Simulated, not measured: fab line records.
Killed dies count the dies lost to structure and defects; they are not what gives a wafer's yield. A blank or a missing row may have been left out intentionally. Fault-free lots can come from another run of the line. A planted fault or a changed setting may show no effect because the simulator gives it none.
What tool caused it?	flow rit cmos	13 lots, 39 wafers sampled, at 4 steps of a route of 202

== WHAT EACH GAUGE READ, for each wafer ==
RIT_FOX2_THK_MEAS_90. Usual: FIELD_OXIDE_LEFT_1_THK typically reads 308 nm, with standard deviation 6.8.
lot	measured	on	FIELD_OXIDE_LEFT_1_THK (nm)	flag
L453	day 2 08:23	film metro-01	311 306 316	
L455	day 2 13:23	film metro-02	302 302 301	
L457	day 2 22:05	film metro-01	311 313 312	
L459	day 3 08:40	film metro-04	315 313 318	
L463	day 4 08:11	film metro-01	292 292 296	
L465	day 4 14:44	film metro-01	321 316 315	
L468	day 5 07:02	film metro-04	311 308 310	
L469	day 5 10:20	film metro-04	301 296 298	
L470	day 5 14:54	film metro-02	306 306 313	
L471	day 5 21:08	film metro-02	300 294 298	
L473	day 6 05:00	film metro-01	310 308 310	
L474	day 6 12:04	film metro-04	315 309 315	
L475	day 6 16:16	film metro-01	301 305 307	

RIT_NRETRO_TW_MEAS_10. Usual: NRETRO_TW typically reads 1056, with standard deviation 12.
lot	measured	on	NRETRO_TW	flag
L453	day 2 19:07	film metro-04	1059 1063 1057	
L455	day 3 00:58	film metro-03	1070 1061 1064	
L457	day 3 08:26	film metro-03	1065 1065 1057	
L459	day 3 20:54	film metro-04	1063 1072 1066	
L463	day 4 18:52	film metro-03	1061 1060 1065	
L465	day 5 01:05	film metro-02	1047 1042 1043	
L468	day 5 19:02	film metro-03	1065 1068 1068	
L469	day 5 20:41	film metro-04	1054 1057 1055	
L470	day 6 01:40	film metro-02	1035 1034 1038	
L471	day 6 07:35	film metro-04	1055 1055 1068	
L473	day 6 16:05	film metro-02	1032 1037 1041	
L474	day 6 22:32	film metro-04	1057 1058 1054	
L475	day 7 03:03	film metro-03	1067 1067 1068	

RIT_CONTACT_CD_MEAS_90: the cd target is 1000 nm. Usual: cd nm reads 1001.0 nm (standard deviation 2.4).
lot	measured	on	cd nm (nm)	flag
L453	day 3 21:14	cd sem-02	1002.7 1002.4 1003.1	
L455	day 4 03:01	cd sem-02	997.7 999.8 997.2	
L459	day 4 21:27	cd sem-02	1001.9 1003.3 1003.5	
L463	day 5 22:28	cd sem-02	999.0 998.4 997.6	
L465	day 6 02:26	cd sem-01	1000.8 999.8 1000.8	
L468	day 6 18:46	cd sem-02	999.2 998.8 1000.1	
L469	day 6 20:23	cd sem-02	999.5 1000.8 997.9	
L470	day 7 03:16	cd sem-01	1000.4 999.2 998.2	
L471	day 7 06:11	cd sem-01	1004.7 1002.5 1004.0	
L473	day 7 15:34	cd sem-02	997.4 999.1 999.9	
L474	day 8 00:44	cd sem-01	1000.9 1001.7 1001.2	
L475	day 8 06:07	cd sem-01	1002.8 1000.3 1002.0	

== WHICH TOOL RAN EACH LOT (tool, then ch and the chambers of the sampled wafers, then the start) ==
lot	RIT_PLDD_STRIP_09
L453	plasma asher-03 ch 0,1, day 3 11:41
L455	plasma asher-04 ch 0,1, day 3 17:36
L457	plasma asher-03 ch 0, day 3 21:48
L459	plasma asher-04 ch 0,1, day 4 11:56
L463	plasma asher-01 ch 0,1, day 5 13:29
L465	plasma asher-01 ch 0,1, day 5 16:10
L468	plasma asher-01 ch 0,1, day 6 08:37
L469	plasma asher-01 ch 0, day 6 11:10
L470	plasma asher-03 ch 0,1, day 6 18:07
L471	plasma asher-04 ch 0,1, day 6 20:38
L473	plasma asher-01 ch 0,1, day 7 06:28
L474	plasma asher-03 ch 0,1, day 7 14:48
L475	plasma asher-03 ch 0,1, day 7 18:56
- RIT_PLDD_STRIP_09: strips in O2, time 180 s.

== WHAT THE TOOLS THEMSELVES READ (means of the sampled wafers that have a number; where no wafer has one, the mark that the record gives instead) ==
RIT_PLDD_STRIP_09. Usual: chamber pressure mTorr 4000 mTorr, standard deviation 4.1; drypump motor current A 5.4 A, standard deviation 0.35; run length s 208.4 s, standard deviation 0.33.
lot	tool	chamber pressure mTorr (mTorr)	drypump motor current A (A)	run length s (s)	flag
L453	plasma asher-03	4000	5.6	208.2	
L455	plasma asher-04	3998	5.4	208.5	
L457	plasma asher-03	4003	5.5	72.3	OFF
L459	plasma asher-04	4002	5.4	208.5	
L463	plasma asher-01	4000	5.2	208.5	
L465	plasma asher-01	4002	5.1	208.2	
L468	plasma asher-01	3998	5.1	208.6	
L469	plasma asher-01	3998	4.9	208.1	
L470	plasma asher-03	4002	5.7	208.3	
L471	plasma asher-04	4000	5.4	208.3	
L473	plasma asher-01	4000	5.1	208.2	
L474	plasma asher-03	3998	5.8	208.0	
L475	plasma asher-03	4000	5.8	208.0	

== THE ANSWER, worked out from the rows above alone ==
Rule: lot off if the mean of its wafers having a number is beyond 3 standard deviations from the usual mean. Also off: a lot with no number at a reading for which 4 or more lots have one. Any other lot the step has rows for is counted as sound. Order of review: gauges by route order, followed by the tools' own readings, for which a lot's mean as printed above is used. The first step at which some lot is off is used, and at that step the reading that is off furthest; a lot without a number counts as furthest.
Off: L457, at RIT_PLDD_STRIP_09 (run length s).
A tool fits if, at that step or a process step before it, it ran every lot that is off, and no sound lot after the first of them. Not one of the candidates tried fits.

== WHAT THE SIMULATOR HAD INSERTED ==
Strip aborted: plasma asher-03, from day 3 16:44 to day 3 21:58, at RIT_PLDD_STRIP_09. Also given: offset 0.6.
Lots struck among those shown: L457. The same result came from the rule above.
